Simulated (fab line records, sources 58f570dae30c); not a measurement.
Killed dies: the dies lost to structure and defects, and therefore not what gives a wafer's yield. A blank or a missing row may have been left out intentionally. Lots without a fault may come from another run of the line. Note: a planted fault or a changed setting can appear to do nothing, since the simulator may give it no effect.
Struck lot and sound lot, side by side + flow berkeley_cmos170 + 43 steps out of a route of 331
Sound: these wafers, L767.2, L767.3, L767.4. Wafers L776.1, L776.3, L776.6 were the ones struck. The cause is given at the end.
Per side, at each step with rows, come the tool, then ch with its chambers, and then its first start. Under that, the readings that differ: sound wafers + struck wafers + difference of the means + sigmas: that difference in standard deviations of wafers without a fault.
alike: readings whose means differ by less than 2 such deviations, and words and numbers that are the same on both sides. not compared: withheld readings, readings that some wafer has no value for, bounds like >300 that may hide the same value, and numbers for which the record gives no deviation and whose values overlap.
A row with sigmas, a row that says differs or no value, or rows on one side alone: a step with any of these is where the two part. When numbers do not overlap yet have no deviation, they are printed without sigmas and do not part them. A reading missing from all wafers of one side parts the sides only when that side holds two or more wafers.

first, 3 steps without rows for these wafers: UCB170_BACKSIDE_STRIP_03 (strips in O2); UCB170_BACKSIDE_CLEAN_04 (cleans in SPM, time 600 s); UCB170_SDANNEAL_RTA_00 (time 10 s).
UCB170_SDANNEAL_RTA_01: time 5 s.
  sound on rtp_anneal-01 ch 0, day 8 17:13; struck on rtp_anneal-01 ch 0, day 10 10:04
| reading          | sound                | struck               | difference | sigmas |
|------------------|----------------------|----------------------|------------|--------|
| wafer_temp_C_max | 1053.1 1052.9 1052.3 | 1054.7 1054.0 1054.0 | +1.5       | +2     |
  alike: lamp_power_pct
UCB170_SDANNEAL_RS_MEAS_02: a four-point-probe measurement.
  struck on film_metro-04, day 10 10:07; sound on film_metro-03, day 8 17:17
  alike: PSD_RS
UCB170_SDANNEAL_RS_MEAS_03: a four-point-probe measurement.
  struck on film_metro-04, day 10 10:14; sound on film_metro-03, day 8 17:24
  alike: NSD_RS
UCB170_SDANNEAL_RS_MEAS_04: a four-point-probe measurement.
  struck on film_metro-04, day 10 10:22; sound on film_metro-03, day 8 17:31
  alike: PLDD_RS
UCB170_SDANNEAL_RS_MEAS_05: a four-point-probe measurement.
  struck on film_metro-04, day 10 10:29; sound on film_metro-03, day 8 17:38
  alike: NLDD_RS
then, 1 step without rows for these wafers: UCB170_SILICIDE_PRE_CLEAN_00 (preclean etch time 60 s).
UCB170_SILICIDE_SPUTTER_01: material Ti, target thk 30 nm, time 25 s.
  struck on pvd_sputter-04, day 10 10:40; sound on pvd_sputter-03, day 8 17:48
  alike: throttle_valve_pct
UCB170_SILICIDE_RS_MEAS_02: a four-point-probe measurement.
  struck on film_metro-04, day 10 10:41; sound on film_metro-02, day 8 17:52
| reading                 | sound          | struck         | difference | sigmas |
|-------------------------|----------------|----------------|------------|--------|
| SILICIDE_TI_RS (ohm/sq) | 26.6 26.6 26.0 | 25.2 25.7 25.2 | -1.0       | -3     |
UCB170_SILICIDE_THK_MEAS_03: measures by xrf.
  struck on film_metro-04, day 10 10:49; sound on film_metro-02, day 8 17:58
| reading              | sound          | struck         | difference | sigmas |
|----------------------|----------------|----------------|------------|--------|
| SILICIDE_TI_THK (nm) | 29.5 29.4 29.9 | 30.8 30.2 30.8 | +1.0       | +2     |
UCB170_SILICIDE_RTA_04: time 15 s.
  sound on rtp_anneal-02 ch 0, day 8 18:02; struck on rtp_anneal-01 ch 0, day 10 10:52
| reading            | sound       | struck         | difference | sigmas |
|--------------------|-------------|----------------|------------|--------|
| lamp_power_pct (%) | 9.0 9.1 9.0 | 11.6 11.6 11.6 | +2.6       | +2     |
  alike: wafer_temp_C_max
then, 3 steps without rows for these wafers: UCB170_SILICIDE_WET_ETCH_05 (etches Ti in SPM, time 45 s); UCB170_CONTACT_CLEAN_00 (cleans in SPM, time 600 s); UCB170_CONTACT_CVD_01 (deposits PSG from SiH4/O2/PH3, target thk 700 nm, time 2820 s).
UCB170_CONTACT_THK_MEAS_02:
  struck on film_metro-02, day 10 12:57; sound on film_metro-02, day 8 22:24
  alike: CONTACT_PSG_THK
then, 5 steps without rows for these wafers: UCB170_CONTACT_HMDS_03 (prime time 60 s); UCB170_CONTACT_COAT_04 (resist thk 900 nm); UCB170_CONTACT_SOFTBAKE_05 (time 60 s); UCB170_CONTACT_STRIP_06 (strips in O2); UCB170_CONTACT_CLEAN_07 (cleans in SPM, time 600 s).
UCB170_CONTACT_RTA_08: time 10 s.
  sound on rtp_anneal-02 ch 0, day 8 23:11; struck on rtp_anneal-02 ch 0, day 10 13:45
  alike: lamp_power_pct, wafer_temp_C_max
then, 6 steps without rows for these wafers: UCB170_CONTACT_COAT_09; UCB170_CONTACT_COAT_10 (resist thk 900 nm); UCB170_CONTACT_SOFTBAKE_11 (time 60 s); UCB170_CONTACT_EXPOSE_12 (exposes mask CONT, target cd 700 nm); UCB170_CONTACT_PEB_13; UCB170_CONTACT_DEVELOP_14 (develop time 45 s).
UCB170_CONTACT_CD_MEAS_15: the cd target is 700 nm.
  struck on cd_sem-02, day 10 14:47; sound on cd_sem-01, day 9 00:14
  alike: cd_nm
UCB170_CONTACT_OVL_MEAS_16:
  struck on overlay-02, day 10 14:54; sound on overlay-01, day 9 00:20
  alike: CONTACT_OVL
then, 1 step without rows for these wafers: UCB170_CONTACT_ETCH_17 (etches BARC in N2/H2).
UCB170_CONTACT_ETCH_18: etches PSG in CHF3/CF4/Ar, stops on TiSi2, target depth 840 nm, time 195 s.
  sound on rie_diel-01 ch 0,2,3; struck on rie_diel-01 ch 0,1
  alike: drypump_motor_current_A, oes_product_au, throttle_valve_pct
  not compared: rf_hours_counter_h
then, 1 step without rows for these wafers: UCB170_CONTACT_STRIP_19 (strips in O2).
UCB170_CONTACT_CD_MEAS_90: the cd target is 700 nm.
  struck on cd_sem-02, day 10 15:12; sound on cd_sem-01, day 9 00:39
  alike: cd_nm
then, 1 step without rows for these wafers: UCB170_CONTACT_CLEAN_20 (cleans in SPM, time 600 s).
UCB170_M1_SPUTTER_00: material Al, target thk 600 nm, time 80 s.
  struck on pvd_sputter-04, day 10 15:31; sound on pvd_sputter-04, day 9 00:56
  alike: throttle_valve_pct
UCB170_M1_RS_MEAS_01: a four-point-probe measurement.
  struck on film_metro-03, day 10 15:35; sound on film_metro-04, day 9 01:01
  alike: M1_AL_RS
UCB170_M1_THK_MEAS_02: measures by xrf.
  struck on film_metro-03, day 10 15:42; sound on film_metro-04, day 9 01:07
  alike: M1_AL_THK
then, 3 steps without rows for these wafers: UCB170_M1_COAT_03; UCB170_M1_COAT_04 (resist thk 900 nm); UCB170_M1_SOFTBAKE_05 (time 60 s).
UCB170_M3_PROBE_99:
  struck on prober-02, day 11 07:48; sound on prober-02, day 9 18:41
| reading                              | sound             | struck            | difference | sigmas |
|--------------------------------------|-------------------|-------------------|------------|--------|
| model.etest.ppoly_line.line_ohm_um   | 15.24 15.19 15.26 | 23.63 23.56 23.74 | +8.41      |        |
| model.etest.npoly_line.line_ohm_um   | 14.88 14.76 14.9  | 23.06 22.91 23.11 | +8.18      |        |
| model.etest.npoly_line.width_nm (nm) | 320.5 320.5 322.9 | 325.9 326.2 329.6 | +5.9       |        |
| model.etest.ppoly_line.width_nm (nm) | 320.4 320.4 319.8 | 327.1 328.2 326.6 | +7.1       |        |
| model.etest.ppoly_line.rs_ohm_sq     | 4.849 4.863 4.758 | 7.726 7.779 7.701 | +2.912     |        |
| model.etest.npoly_line.rs_ohm_sq     | 4.748 4.797 4.689 | 7.553 7.55 7.568  | +2.812     |        |
| model.etest.ppoly_sal.rs_ohm_sq      | 4.111 4.116 4.087 | 6.093 6.072 6.031 | +1.961     |        |
| model.etest.npoly_sal.rs_ohm_sq      | 4.045 4.058 4.016 | 5.917 5.892 5.919 | +1.870     |        |

== WHERE THEY PART ==
Earliest at UCB170_SDANNEAL_RTA_01; latest, in this record, at UCB170_SILICIDE_RTA_04. Later steps at which nothing parts them and some readings are alike: UCB170_CONTACT_THK_MEAS_02, UCB170_CONTACT_RTA_08, UCB170_CONTACT_CD_MEAS_15, UCB170_CONTACT_OVL_MEAS_16, UCB170_CONTACT_ETCH_18, UCB170_CONTACT_CD_MEAS_90, UCB170_M1_SPUTTER_00, UCB170_M1_RS_MEAS_01, UCB170_M1_THK_MEAS_02.

WHY: what the simulator had put in
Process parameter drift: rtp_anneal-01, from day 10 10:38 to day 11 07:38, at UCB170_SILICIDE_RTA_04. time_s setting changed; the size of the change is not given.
